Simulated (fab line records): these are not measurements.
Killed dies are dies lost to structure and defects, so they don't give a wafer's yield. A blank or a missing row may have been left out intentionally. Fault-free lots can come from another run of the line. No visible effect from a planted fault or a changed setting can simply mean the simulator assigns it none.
Check of tool commonality / flow berkeley_cmos170 / Lots sampled 15, wafers sampled 45

THE REASON FOR OPENING IT
Of 15 lots, 3 have the reading PSD_TW flagged at UCB170_PSD_TW_MEAS_10. Fault-free wafers read 2323, with a standard deviation of 26.
Rule: a lot is flagged in two cases, either no wafer of it has a number, or all its wafers with numbers fall more than 4 standard deviations from that mean. The other lots count as sound.

lot=L697; measured=day 8 16:11; on=film_metro-01; PSD_TW, wafer by wafer=2308 2310 2327; flag=
lot=L698; measured=day 8 16:27; on=film_metro-01; PSD_TW, wafer by wafer=2323 2323 2327; flag=
lot=L700; measured=day 8 23:44; on=film_metro-03; PSD_TW, wafer by wafer=2290 2287 2289; flag=
lot=L701; measured=day 9 10:34; on=film_metro-01; PSD_TW, wafer by wafer=2306 2304 2313; flag=
lot=L703; measured=day 9 14:58; on=film_metro-03; PSD_TW, wafer by wafer=2290 2306 2309; flag=
lot=L704; measured=day 9 15:53; on=film_metro-02; PSD_TW, wafer by wafer=30 30 30; flag=FLAGGED
lot=L702; measured=day 9 16:33; on=film_metro-01; PSD_TW, wafer by wafer=30 30 29; flag=FLAGGED
lot=L706; measured=day 10 03:54; on=film_metro-02; PSD_TW, wafer by wafer=30 30 30; flag=FLAGGED
lot=L712; measured=day 10 19:10; on=film_metro-02; PSD_TW, wafer by wafer=2350 2340 2358; flag=
lot=L711; measured=day 11 01:21; on=film_metro-03; PSD_TW, wafer by wafer=2292 2289 2290; flag=
lot=L714; measured=day 11 10:30; on=film_metro-02; PSD_TW, wafer by wafer=2343 2350 2354; flag=
lot=L717; measured=day 12 09:20; on=film_metro-03; PSD_TW, wafer by wafer=2289 2278 2274; flag=
lot=L715; measured=day 12 09:28; on=film_metro-01; PSD_TW, wafer by wafer=2292 2308 2314; flag=
lot=L716; measured=day 12 09:35; on=film_metro-02; PSD_TW, wafer by wafer=2331 2352 2347; flag=
lot=L718; measured=day 12 09:44; on=film_metro-03; PSD_TW, wafer by wafer=2276 2275 2272; flag=
The mean of the flagged lots' numbers is 30, -2293 from the usual (-88 standard deviations).

WHICH TOOL EACH LOT WENT THROUGH
Before the reading, the record contains 2 process steps out of a 331-step route. Read each cell as the tool, then ch plus the chambers that the sampled wafers visited, then the start.
lot=L697; flag=; UCB170_NLDD_STRIP_10=plasma_asher-03 ch 0,1, day 8 07:44; UCB170_PSD_STRIP_09=plasma_asher-02 ch 0, day 8 16:04
lot=L698; flag=; UCB170_NLDD_STRIP_10=plasma_asher-01 ch 0,1, day 8 08:00; UCB170_PSD_STRIP_09=plasma_asher-04 ch 0,1, day 8 16:21
lot=L700; flag=; UCB170_NLDD_STRIP_10=plasma_asher-02 ch 0,1, day 8 15:07; UCB170_PSD_STRIP_09=plasma_asher-04 ch 0,1, day 8 23:38
lot=L701; flag=; UCB170_NLDD_STRIP_10=plasma_asher-02 ch 0,1, day 9 02:56; UCB170_PSD_STRIP_09=plasma_asher-04 ch 1, day 9 10:27
lot=L703; flag=; UCB170_NLDD_STRIP_10=plasma_asher-03 ch 0,1, day 9 08:10; UCB170_PSD_STRIP_09=plasma_asher-02 ch 0,1, day 9 14:52
lot=L704; flag=FLAGGED; UCB170_NLDD_STRIP_10=plasma_asher-01 ch 0,1, day 9 08:44; UCB170_PSD_STRIP_09=plasma_asher-02 ch 0,1, day 9 15:47
lot=L702; flag=FLAGGED; UCB170_NLDD_STRIP_10=plasma_asher-01 ch 0,1, day 9 09:20; UCB170_PSD_STRIP_09=plasma_asher-04 ch 0,1, day 9 16:27
lot=L706; flag=FLAGGED; UCB170_NLDD_STRIP_10=plasma_asher-03 ch 0,1, day 9 21:01; UCB170_PSD_STRIP_09=plasma_asher-03 ch 0, day 10 03:47
lot=L712; flag=; UCB170_NLDD_STRIP_10=plasma_asher-01 ch 0,1, day 10 12:26; UCB170_PSD_STRIP_09=plasma_asher-04 ch 0,1, day 10 19:03
lot=L711; flag=; UCB170_NLDD_STRIP_10=plasma_asher-01 ch 0,1, day 10 17:12; UCB170_PSD_STRIP_09=plasma_asher-02 ch 0,1, day 11 01:12
lot=L714; flag=; UCB170_NLDD_STRIP_10=plasma_asher-03 ch 0,1, day 11 02:04; UCB170_PSD_STRIP_09=plasma_asher-03 ch 0,1, day 11 10:25
lot=L717; flag=; UCB170_NLDD_STRIP_10=plasma_asher-03 ch 0,1, day 11 21:26; UCB170_PSD_STRIP_09=plasma_asher-04 ch 0,1, day 12 09:14
lot=L715; flag=; UCB170_NLDD_STRIP_10=plasma_asher-02 ch 0,1, day 11 20:53; UCB170_PSD_STRIP_09=plasma_asher-03 ch 0,1, day 12 09:22
lot=L716; flag=; UCB170_NLDD_STRIP_10=plasma_asher-03 ch 0,1, day 11 21:43; UCB170_PSD_STRIP_09=plasma_asher-02 ch 0,1, day 12 09:29
lot=L718; flag=; UCB170_NLDD_STRIP_10=plasma_asher-02 ch 0,1, day 11 22:15; UCB170_PSD_STRIP_09=plasma_asher-04 ch 0,1, day 12 09:37
These steps, and what they do:
- UCB170_NLDD_STRIP_10: strips in O2.
- UCB170_PSD_STRIP_09: strips in O2.
- UCB170_PSD_TW_MEAS_10

FLAGGED AGAINST TOTAL, ONE TOOL AT A TIME (gauges that did the reading follow at the end)
step=UCB170_NLDD_STRIP_10; tool=plasma_asher-01; lots run=5; flagged=2; share of the flagged lots=some; sound lots run after its first flagged lot=2 (L712,L711)
step=UCB170_NLDD_STRIP_10; tool=plasma_asher-02; lots run=4; flagged=0; share of the flagged lots=none; sound lots run after its first flagged lot=-
step=UCB170_NLDD_STRIP_10; tool=plasma_asher-03; lots run=6; flagged=1; share of the flagged lots=some; sound lots run after its first flagged lot=3 (L714,L717,L716)
step=UCB170_PSD_STRIP_09; tool=plasma_asher-02; lots run=5; flagged=1; share of the flagged lots=some; sound lots run after its first flagged lot=2 (L711,L716)
step=UCB170_PSD_STRIP_09; tool=plasma_asher-03; lots run=3; flagged=1; share of the flagged lots=some; sound lots run after its first flagged lot=2 (L714,L715)
step=UCB170_PSD_STRIP_09; tool=plasma_asher-04; lots run=7; flagged=1; share of the flagged lots=some; sound lots run after its first flagged lot=3 (L712,L717,L718)
step=UCB170_PSD_TW_MEAS_10; tool=film_metro-01; lots run=5; flagged=1; share of the flagged lots=some; sound lots run after its first flagged lot=1 (L715)
step=UCB170_PSD_TW_MEAS_10; tool=film_metro-02; lots run=5; flagged=2; share of the flagged lots=some; sound lots run after its first flagged lot=3 (L712,L714,L716)
step=UCB170_PSD_TW_MEAS_10; tool=film_metro-03; lots run=5; flagged=0; share of the flagged lots=none; sound lots run after its first flagged lot=-

WHAT IS ALLOWED BY THE TABLE
No row of the table ran every flagged lot.

WHAT HAD BEEN PUT IN BY THE SIMULATOR
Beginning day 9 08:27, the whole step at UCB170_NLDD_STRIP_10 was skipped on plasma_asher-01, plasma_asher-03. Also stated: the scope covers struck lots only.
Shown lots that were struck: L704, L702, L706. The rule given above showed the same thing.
